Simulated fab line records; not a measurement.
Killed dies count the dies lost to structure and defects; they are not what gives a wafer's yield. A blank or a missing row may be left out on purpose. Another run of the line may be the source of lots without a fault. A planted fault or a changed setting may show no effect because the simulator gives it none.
Which of the tools did it? ; flow berkeley cmos170 ; 42 wafers from 14 lots sampled at 6 of the route's 331 steps

## WHAT THE GAUGES READ, wafer by wafer
UCB170_PSD_OVL_MEAS_07.
lot;measured;on;PSD_OVL (nm)
L163;day 8 18:41;overlay-01;2 2 3
L164;day 9 13:16;overlay-02;-4 1 -8
L165;day 9 13:34;overlay-01;-3 -2 0
L169;day 10 06:01;overlay-01;-6 -4 -5
L172;day 11 03:22;overlay-01;-3 -2 3
L171;day 11 03:38;overlay-02;0 -1 -2
L170;day 11 03:45;overlay-01;8 4 10
L173;day 12 01:41;overlay-02;-3 -4 -5
L174;day 12 02:14;overlay-02;-8 -9 -11
L178;day 12 09:38;overlay-02;-12 -7 -8
L179;day 13 01:30;overlay-01;7 -2 -4
L180;day 13 10:04;overlay-02;-2 -2 -12
L185;day 13 23:31;overlay-01;-1 -1 3
L183;day 14 00:07;overlay-02;0 -4 -1

UCB170_PSD_TW_MEAS_10.
lot;measured;on;PSD_TW
L163;day 8 18:58;film metro-03;2296 2292 2300
L164;day 9 13:33;film metro-02;2304 2305 2290
L165;day 9 13:50;film metro-03;2280 2289 2287
L169;day 10 06:19;film metro-03;2301 2297 2281
L172;day 11 03:40;film metro-03;2305 2306 2304
L171;day 11 03:56;film metro-02;2315 2304 2320
L170;day 11 04:02;film metro-03;2298 2321 2309
L173;day 12 01:58;film metro-03;2322 2315 2306
L174;day 12 02:31;film metro-02;2317 2309 2318
L178;day 12 09:55;film metro-02;2320 2311 2307
L179;day 13 01:47;film metro-01;2291 2290 2284
L180;day 13 10:22;film metro-02;2314 2320 2308
L185;day 13 23:47;film metro-01;2292 2280 2280
L183;day 14 00:25;film metro-03;2294 2296 2288

UCB170_NSD_OVL_MEAS_07.
lot;measured;on;NSD_OVL (nm)
L163;day 8 20:35;overlay-02;3 7 13
L164;day 9 18:58;overlay-02;4 -6 8
L165;day 9 19:11;overlay-01;-6 -12 -13
L169;day 10 10:07;overlay-01;2 -5 4
L172;day 11 05:11;overlay-01;-11 -8 -8
L171;day 11 05:27;overlay-01;-16 -14 -12
L170;day 11 05:44;overlay-02;-1 -11 -2
L173;day 12 06:48;overlay-01;-15 -20 -16
L174;day 12 06:29;overlay-02;-2 5 -4
L178;day 12 12:40;overlay-02;-7 -12 -10
L179;day 13 03:06;overlay-02;1 -2 -9
L180;day 13 13:27;overlay-01;-6 -11 -8
L185;day 14 01:15;overlay-01;-10 -7 -6
L183;day 14 02:03;overlay-01;-8 -8 -5

UCB170_SILICIDE_RS_MEAS_02: measurement is done with a four-point probe.
lot;measured;on;SILICIDE_TI_RS (ohm/sq)
L163;day 8 22:40;film metro-04;25.7 25.3 25.6
L164;day 9 20:55;film metro-03;26.1 26.0 26.1
L165;day 9 21:08;film metro-01;26.6 26.0 25.7
L169;day 10 12:20;film metro-03;26.5 26.4 26.3
L172;day 11 07:28;film metro-04;25.6 25.4 25.4
L171;day 11 07:38;film metro-01;25.8 26.0 25.8
L170;day 11 11:37;film metro-04;17.0 17.1 17.2
L173;day 12 08:55;film metro-03;17.2 16.9 17.1
L174;day 12 08:26;film metro-04;26.7 26.0 26.2
L178;day 12 14:52;film metro-01;26.2 25.8 26.0
L179;day 13 05:03;film metro-04;25.6 25.3 25.3
L180;day 13 16:05;film metro-01;25.8 26.2 26.2
L185;day 14 06:42;film metro-04;25.7 26.0 26.4
L183;day 14 06:25;film metro-01;26.5 26.5 26.8

UCB170_SILICIDE_THK_MEAS_03: measures by xrf.
lot;measured;on;SILICIDE_TI_THK (nm)
L163;day 8 22:46;film metro-04;30.8 31.1 30.8
L164;day 9 21:02;film metro-03;30.0 30.0 29.9
L165;day 9 21:15;film metro-01;29.5 30.1 30.4
L169;day 10 12:27;film metro-03;29.8 29.8 29.8
L172;day 11 07:34;film metro-04;31.0 30.9 31.1
L171;day 11 07:45;film metro-01;30.6 30.5 30.5
L170;day 11 11:44;film metro-04;43.9 43.9 43.4
L173;day 12 09:02;film metro-03;43.0 43.5 43.0
L174;day 12 08:34;film metro-04;29.7 30.5 30.2
L178;day 12 14:59;film metro-01;30.0 30.6 30.2
L179;day 13 05:10;film metro-04;30.7 31.2 31.1
L180;day 13 16:11;film metro-01;30.6 30.0 30.2
L185;day 14 06:49;film metro-04;30.7 30.3 30.1
L183;day 14 06:32;film metro-01;29.8 30.0 29.7

## WHAT TOOL EACH LOT RAN ON (gives the tool, then ch and the chambers of the sampled wafers, and finally the start)
lot;UCB170_SILICIDE_SPUTTER_01
L163;pvd sputter-02, day 8 22:37
L164;pvd sputter-01, day 9 20:53
L165;pvd sputter-04, day 9 21:06
L169;pvd sputter-01, day 10 12:17
L172;pvd sputter-02, day 11 07:25
L171;pvd sputter-01, day 11 07:36
L170;pvd sputter-01, day 11 11:35
L173;pvd sputter-01, day 12 08:53
L174;pvd sputter-04, day 12 08:25
L178;pvd sputter-02, day 12 14:50
L179;pvd sputter-02, day 13 05:01
L180;pvd sputter-02, day 13 16:01
L185;pvd sputter-04, day 14 06:40
L183;pvd sputter-02, day 14 06:11
- UCB170_SILICIDE_SPUTTER_01: material Ti, target thk 30 nm, time 25 s.

## AS READ BY THE TOOLS THEMSELVES (means over the sampled wafers that have a number; for cases with no such wafer, the mark the record gives instead)
UCB170_SILICIDE_SPUTTER_01.
lot;tool;throttle valve pct (%)
L163;pvd sputter-02;29.7
L164;pvd sputter-01;30.2
L165;pvd sputter-04;29.3
L169;pvd sputter-01;30.0
L172;pvd sputter-02;29.7
L171;pvd sputter-01;30.6
L170;pvd sputter-01;30.3
L173;pvd sputter-01;30.2
L174;pvd sputter-04;29.3
L178;pvd sputter-02;29.4
L179;pvd sputter-02;29.8
L180;pvd sputter-02;29.8
L185;pvd sputter-04;29.3
L183;pvd sputter-02;30.3

## THE ANSWER, worked out from the rows above alone
Rule: what is usual is taken from the lots themselves. Put in order of their means at a reading, lots are off if they are a third of the lots or fewer, leave a main group of 4 or more, and stand apart from it by a gap of 3 or more times the standard deviation of the main group's means; of several such gaps the widest counts. The tables above print the reading to a certain number of digits; a main group whose means all agree to those digits is not used. A lot without any number at a reading at which 4 lots or more have one is off too. Any other lot the step has rows for is counted as sound. Order of review: gauges by route order, followed by the tools' own readings, for which a lot's mean as printed above is used. The first step at which some lot is off is used, and at that step the reading that is off furthest; a lot without a number counts as furthest.
Off: L170, L173, seen at UCB170_SILICIDE_RS_MEAS_02 (SILICIDE_TI_RS). The main group has a mean of 26.0 ohm/sq with a standard deviation of 0.35.
A tool fits if, at a process step before that reading, it ran every lot that is off, and no sound lot after the first of them. Those tools and the gauges at UCB170_SILICIDE_RS_MEAS_02 are tried in the same way. One candidate fits, namely pvd sputter-01 at UCB170_SILICIDE_SPUTTER_01. A fault onset in the window from L171 (day 11 07:36, its last sound lot) to L170 (day 11 11:35, its first lot off) fits.

## WHAT THE SIMULATOR HAD PUT IN
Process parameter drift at UCB170_SILICIDE_SPUTTER_01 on pvd sputter-01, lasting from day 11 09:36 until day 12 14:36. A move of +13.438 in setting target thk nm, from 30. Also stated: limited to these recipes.
Shown lots that were struck: L170, L173. The rule given above showed the same thing.
